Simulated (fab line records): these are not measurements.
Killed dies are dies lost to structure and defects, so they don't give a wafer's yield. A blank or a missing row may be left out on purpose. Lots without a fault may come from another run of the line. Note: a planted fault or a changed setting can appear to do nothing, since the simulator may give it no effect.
Commonality check across tools || flow berkeley_cmos170 || 14 lots, 48 wafers sampled

== REASON FOR OPENING ==
At UCB170_SILICIDE_RS_MEAS_02 the reading SILICIDE_TI_RS is flagged on 2 of 14 lots. Fault-free wafers read 27.5 ohm/sq, with a standard deviation of 0.39.
Rule: flag the lot when none of its wafers has a number, or when each of its wafers that has one lies beyond 4 standard deviations from that mean. The rest of the lots are taken to be sound.

{"lot": "L331", "measured": "day 7 06:49", "on": "film_metro-02", "SILICIDE_TI_RS (ohm/sq), wafer by wafer": "27.5 27.4 27.6", "flag": ""}
{"lot": "L333", "measured": "day 7 09:01", "on": "film_metro-01", "SILICIDE_TI_RS (ohm/sq), wafer by wafer": "27.5 27.8 28.2", "flag": ""}
{"lot": "L334", "measured": "day 7 09:02", "on": "film_metro-02", "SILICIDE_TI_RS (ohm/sq), wafer by wafer": "28.1 27.7 27.6", "flag": ""}
{"lot": "L335", "measured": "day 7 09:11", "on": "film_metro-04", "SILICIDE_TI_RS (ohm/sq), wafer by wafer": "27.5 27.4 27.1", "flag": ""}
{"lot": "L338", "measured": "day 8 05:38", "on": "film_metro-01", "SILICIDE_TI_RS (ohm/sq), wafer by wafer": "28.4 27.7 27.8", "flag": ""}
{"lot": "L339", "measured": "day 8 18:24", "on": "film_metro-01", "SILICIDE_TI_RS (ohm/sq), wafer by wafer": "28.0 27.8 27.7", "flag": ""}
{"lot": "L340", "measured": "day 9 01:48", "on": "film_metro-01", "SILICIDE_TI_RS (ohm/sq), wafer by wafer": "27.4 27.2 27.6", "flag": ""}
{"lot": "L341", "measured": "day 9 05:34", "on": "film_metro-01", "SILICIDE_TI_RS (ohm/sq), wafer by wafer": "27.6 27.4 27.9", "flag": ""}
{"lot": "L343", "measured": "day 9 10:27", "on": "film_metro-01", "SILICIDE_TI_RS (ohm/sq), wafer by wafer": "27.4 27.0 27.3", "flag": ""}
{"lot": "L348", "measured": "day 10 02:54", "on": "film_metro-02", "SILICIDE_TI_RS (ohm/sq), wafer by wafer": "27.2 27.7 27.5", "flag": ""}
{"lot": "L351", "measured": "day 10 22:16", "on": "film_metro-01", "SILICIDE_TI_RS (ohm/sq), wafer by wafer": "39.1 38.8 39.4 39.5 39.3 39.9", "flag": "FLAGGED"}
{"lot": "L350", "measured": "day 10 22:45", "on": "film_metro-01", "SILICIDE_TI_RS (ohm/sq), wafer by wafer": "27.4 27.7 27.5", "flag": ""}
{"lot": "L354", "measured": "day 11 02:16", "on": "film_metro-01", "SILICIDE_TI_RS (ohm/sq), wafer by wafer": "26.9 27.3 27.0", "flag": ""}
{"lot": "L353", "measured": "day 11 02:35", "on": "film_metro-01", "SILICIDE_TI_RS (ohm/sq), wafer by wafer": "37.6 38.0 37.6 38.0 38.4 38.1", "flag": "FLAGGED"}
Average over the flagged lots: 38.6 ohm/sq; offset from the usual +11.1 ohm/sq, equal to +29 standard deviations.

== WHICH TOOL EACH LOT WENT THROUGH ==
The record holds 2 process steps before the reading, out of a route of 331 steps. Every cell lists first the tool, next ch and the chambers used by the sampled wafers, and last the start.
{"lot": "L331", "flag": "", "UCB170_BACKSIDE_STRIP_03": "plasma_asher-03 ch 0,1, day 7 05:40", "UCB170_SILICIDE_SPUTTER_01": "pvd_sputter-01, day 7 06:47"}
{"lot": "L333", "flag": "", "UCB170_BACKSIDE_STRIP_03": "plasma_asher-01 ch 1, day 7 06:07", "UCB170_SILICIDE_SPUTTER_01": "pvd_sputter-04, day 7 08:59"}
{"lot": "L334", "flag": "", "UCB170_BACKSIDE_STRIP_03": "plasma_asher-04 ch 0,1, day 7 06:16", "UCB170_SILICIDE_SPUTTER_01": "pvd_sputter-02, day 7 08:59"}
{"lot": "L335", "flag": "", "UCB170_BACKSIDE_STRIP_03": "plasma_asher-03 ch 0,1, day 7 06:25", "UCB170_SILICIDE_SPUTTER_01": "pvd_sputter-01, day 7 09:07"}
{"lot": "L338", "flag": "", "UCB170_BACKSIDE_STRIP_03": "plasma_asher-01 ch 0,1, day 8 04:38", "UCB170_SILICIDE_SPUTTER_01": "pvd_sputter-01, day 8 05:36"}
{"lot": "L339", "flag": "", "UCB170_BACKSIDE_STRIP_03": "plasma_asher-01 ch 0,1, day 8 17:25", "UCB170_SILICIDE_SPUTTER_01": "pvd_sputter-04, day 8 18:22"}
{"lot": "L340", "flag": "", "UCB170_BACKSIDE_STRIP_03": "plasma_asher-01 ch 0,1, day 9 00:35", "UCB170_SILICIDE_SPUTTER_01": "pvd_sputter-02, day 9 01:44"}
{"lot": "L341", "flag": "", "UCB170_BACKSIDE_STRIP_03": "plasma_asher-01 ch 0,1, day 9 04:25", "UCB170_SILICIDE_SPUTTER_01": "pvd_sputter-04, day 9 05:31"}
{"lot": "L343", "flag": "", "UCB170_BACKSIDE_STRIP_03": "plasma_asher-04 ch 0,1, day 9 09:27", "UCB170_SILICIDE_SPUTTER_01": "pvd_sputter-01, day 9 10:25"}
{"lot": "L348", "flag": "", "UCB170_BACKSIDE_STRIP_03": "plasma_asher-01 ch 0,1, day 10 01:52", "UCB170_SILICIDE_SPUTTER_01": "pvd_sputter-02, day 10 02:50"}
{"lot": "L351", "flag": "FLAGGED", "UCB170_BACKSIDE_STRIP_03": "plasma_asher-03 ch 0,1, day 10 21:17", "UCB170_SILICIDE_SPUTTER_01": "pvd_sputter-02, day 10 22:14"}
{"lot": "L350", "flag": "", "UCB170_BACKSIDE_STRIP_03": "plasma_asher-04 ch 0,1, day 10 21:38", "UCB170_SILICIDE_SPUTTER_01": "pvd_sputter-04, day 10 22:43"}
{"lot": "L354", "flag": "", "UCB170_BACKSIDE_STRIP_03": "plasma_asher-01 ch 0,1, day 11 01:10", "UCB170_SILICIDE_SPUTTER_01": "pvd_sputter-01, day 11 02:14"}
{"lot": "L353", "flag": "FLAGGED", "UCB170_BACKSIDE_STRIP_03": "plasma_asher-01 ch 0,1, day 11 01:37", "UCB170_SILICIDE_SPUTTER_01": "pvd_sputter-02, day 11 02:34"}
What these steps do:
- UCB170_BACKSIDE_STRIP_03: strips in O2.
- UCB170_SILICIDE_SPUTTER_01: material Ti, target thk 30 nm, time 23.83 s.
- UCB170_SILICIDE_RS_MEAS_02: measures by four-point-probe.

== FLAGGED OVER TOTAL, TOOL BY TOOL (the gauges that took the reading come last) ==
{"step": "UCB170_BACKSIDE_STRIP_03", "tool": "plasma_asher-01", "lots run": 8, "flagged": 1, "share of the flagged lots": "some", "sound lots run after its first flagged lot": 0}
{"step": "UCB170_BACKSIDE_STRIP_03", "tool": "plasma_asher-03", "lots run": 3, "flagged": 1, "share of the flagged lots": "some", "sound lots run after its first flagged lot": 0}
{"step": "UCB170_BACKSIDE_STRIP_03", "tool": "plasma_asher-04", "lots run": 3, "flagged": 0, "share of the flagged lots": "none", "sound lots run after its first flagged lot": "-"}
{"step": "UCB170_SILICIDE_SPUTTER_01", "tool": "pvd_sputter-01", "lots run": 5, "flagged": 0, "share of the flagged lots": "none", "sound lots run after its first flagged lot": "-"}
{"step": "UCB170_SILICIDE_SPUTTER_01", "tool": "pvd_sputter-02", "lots run": 5, "flagged": 2, "share of the flagged lots": "all", "sound lots run after its first flagged lot": 0}
{"step": "UCB170_SILICIDE_SPUTTER_01", "tool": "pvd_sputter-04", "lots run": 4, "flagged": 0, "share of the flagged lots": "none", "sound lots run after its first flagged lot": "-"}
{"step": "UCB170_SILICIDE_RS_MEAS_02", "tool": "film_metro-01", "lots run": 10, "flagged": 2, "share of the flagged lots": "all", "sound lots run after its first flagged lot": "2 (L350,L354)"}
{"step": "UCB170_SILICIDE_RS_MEAS_02", "tool": "film_metro-02", "lots run": 3, "flagged": 0, "share of the flagged lots": "none", "sound lots run after its first flagged lot": "-"}
{"step": "UCB170_SILICIDE_RS_MEAS_02", "tool": "film_metro-04", "lots run": 1, "flagged": 0, "share of the flagged lots": "none", "sound lots run after its first flagged lot": "-"}

== WHAT THE TABLE ALLOWS ==
Rows of the table that ran all the flagged lots, 2 in number: pvd_sputter-02 at UCB170_SILICIDE_SPUTTER_01; film_metro-01 at UCB170_SILICIDE_RS_MEAS_02.
- pvd_sputter-02 at UCB170_SILICIDE_SPUTTER_01 ran 5 lots, 2 of them flagged. Its last sound lot is L348 (day 10 02:50), its first flagged lot L351 (day 10 22:14): a fault that began between those two fits.
- film_metro-01 at UCB170_SILICIDE_RS_MEAS_02 ran 10 lots, 2 of them flagged. Sound lots followed the first flagged one (L350, L354) on it, something a lasting fault affecting the whole tool could not allow.
Left over: one tool, pvd_sputter-02 at UCB170_SILICIDE_SPUTTER_01.

== WHAT THE SIMULATOR HAD INSERTED ==
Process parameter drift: pvd_sputter-02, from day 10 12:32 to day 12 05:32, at UCB170_SILICIDE_SPUTTER_01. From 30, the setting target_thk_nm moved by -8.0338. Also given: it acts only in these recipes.
Shown lots that were struck: L351, L353. The same result came from the rule above.
